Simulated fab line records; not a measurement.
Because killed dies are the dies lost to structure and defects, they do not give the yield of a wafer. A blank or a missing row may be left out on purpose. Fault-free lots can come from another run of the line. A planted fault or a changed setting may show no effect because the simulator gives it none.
Which of the tools did it? || flow rit_cmos || 7 lots, 21 wafers sampled, at 2 steps of a route of 202

WHAT EACH GAUGE READ, for each wafer
RIT_PLDD_TW_MEAS_10.
{"lot": "L101", "measured": "day 3 11:02", "on": "film_metro-03", "PLDD_TW": "2350 2375 2362"}
{"lot": "L103", "measured": "day 3 19:58", "on": "film_metro-01", "PLDD_TW": "2348 2357 2347"}
{"lot": "L108", "measured": "day 4 21:11", "on": "film_metro-01", "PLDD_TW": "2359 2359 2338"}
{"lot": "L110", "measured": "day 5 08:50", "on": "film_metro-04", "PLDD_TW": "2312 2318 2324"}
{"lot": "L117", "measured": "day 6 18:05", "on": "film_metro-04", "PLDD_TW": "2321 2309 2331"}
{"lot": "L119", "measured": "day 7 04:40", "on": "film_metro-03", "PLDD_TW": "2531 2539 2530"}
{"lot": "L121", "measured": "day 7 15:39", "on": "film_metro-04", "PLDD_TW": "2330 2324 2322"}

TOOL THAT RAN EACH LOT (tool first, then ch and the chambers of the sampled wafers, then the start)
{"lot": "L101", "RIT_PLDD_IMPLANT_08": "implanter-04 ch 0, day 3 10:43"}
{"lot": "L103", "RIT_PLDD_IMPLANT_08": "implanter-04 ch 0, day 3 19:40"}
{"lot": "L108", "RIT_PLDD_IMPLANT_08": "implanter-02 ch 0, day 4 20:52"}
{"lot": "L110", "RIT_PLDD_IMPLANT_08": "implanter-04 ch 0, day 5 08:33"}
{"lot": "L117", "RIT_PLDD_IMPLANT_08": "implanter-03 ch 0, day 6 17:45"}
{"lot": "L119", "RIT_PLDD_IMPLANT_08": "implanter-02 ch 0, day 7 04:21"}
{"lot": "L121", "RIT_PLDD_IMPLANT_08": "implanter-03 ch 0, day 7 15:20"}
- RIT_PLDD_IMPLANT_08

THE ANSWER, worked out from the rows above alone
Rule: usual is defined by the lots themselves. The widest of any qualifying gaps counts: lots, ordered by their means at a reading, are off when they make up no more than a third of the lots, leave a main group of 4 or more, and stand apart from it by 3 or more times the standard deviation of that group's means. A main group is skipped when, at the precision printed for the reading in the tables above, its means are all equal. Also off: a lot with no number at a reading for which 4 or more lots have one. Any other lot the step has rows for is counted as sound.
Off: L119, seen at RIT_PLDD_TW_MEAS_10 (PLDD_TW). Mean 2338 and standard deviation 17 in the main group.
If a tool, at a process step before that reading, ran all the lots that are off and no sound lot after the first of them, it fits. Gauges at RIT_PLDD_TW_MEAS_10: tried the same way as those tools. 2 tools fit, implanter-02 at RIT_PLDD_IMPLANT_08 and film_metro-03 at RIT_PLDD_TW_MEAS_10, so this cannot tell which one it is.

WHAT WAS PUT IN BY THE SIMULATOR
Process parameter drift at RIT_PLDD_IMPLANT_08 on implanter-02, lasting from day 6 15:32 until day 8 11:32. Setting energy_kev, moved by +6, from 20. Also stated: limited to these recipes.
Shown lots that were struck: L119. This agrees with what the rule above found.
